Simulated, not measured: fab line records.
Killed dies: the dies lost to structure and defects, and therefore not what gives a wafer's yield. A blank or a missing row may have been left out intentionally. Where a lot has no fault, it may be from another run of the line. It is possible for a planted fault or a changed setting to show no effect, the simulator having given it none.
Chamber matching | flow berkeley_cmos170 | UCB170_PWELL_ETCH_14 on rie_diel-04 has 4 sister chambers
The step etches Si3N4 in CH3F/Ar/O2, stops on SiO2, target depth 242 nm, time 151 s. 4 wafers are shown with their chamber, then 7 later ones without.

== EACH WAFER AND ITS CHAMBER ==
wafer  | chamber | run_length_s (s)
L295.2 | 2       | 178.7
L299.4 | 1       | 179.3
L301.1 | 0       | 179.3
L301.5 | 3       | 180.6

== WAFERS WHOSE CHAMBER IS MISSING ==
wafer  | run_length_s (s)
L301.6 | 178.3
L305.3 | 179.6
L305.5 | 178.6
L305.6 | 179.3
L306.1 | 178.2
L306.4 | 178.5
L306.5 | 179.3

== CHAMBER TAKEN BY EACH ==
wafer  | from the rows above     | in truth
L301.6 | 2                       | 2
L305.3 | can't be placed: 0 or 1 | 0
L305.5 | 2                       | 2
L305.6 | can't be placed: 0 or 1 | 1
L306.1 | 2                       | 2
L306.4 | 2                       | 2
L306.5 | can't be placed: 0 or 1 | 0
4 of 7 placed correctly. Not placeable from these rows: 3 (in 3, the candidates include the true chamber). Number placed wrongly: 0.
How it was worked out, from the rows above alone: a wafer's distance from a chamber is the root of the sum, over the readings, of the square of ((its reading less the chamber's mean) divided by the reading's scatter). The wafer belongs to the nearest chamber; if the next one is less than 2 further off, it can't be placed. Each chamber's mean is taken over the wafers shown for it. The scatter: with one shown wafer a chamber, the root of the mean of the squares of how far each hidden wafer lies from its nearest shown one.
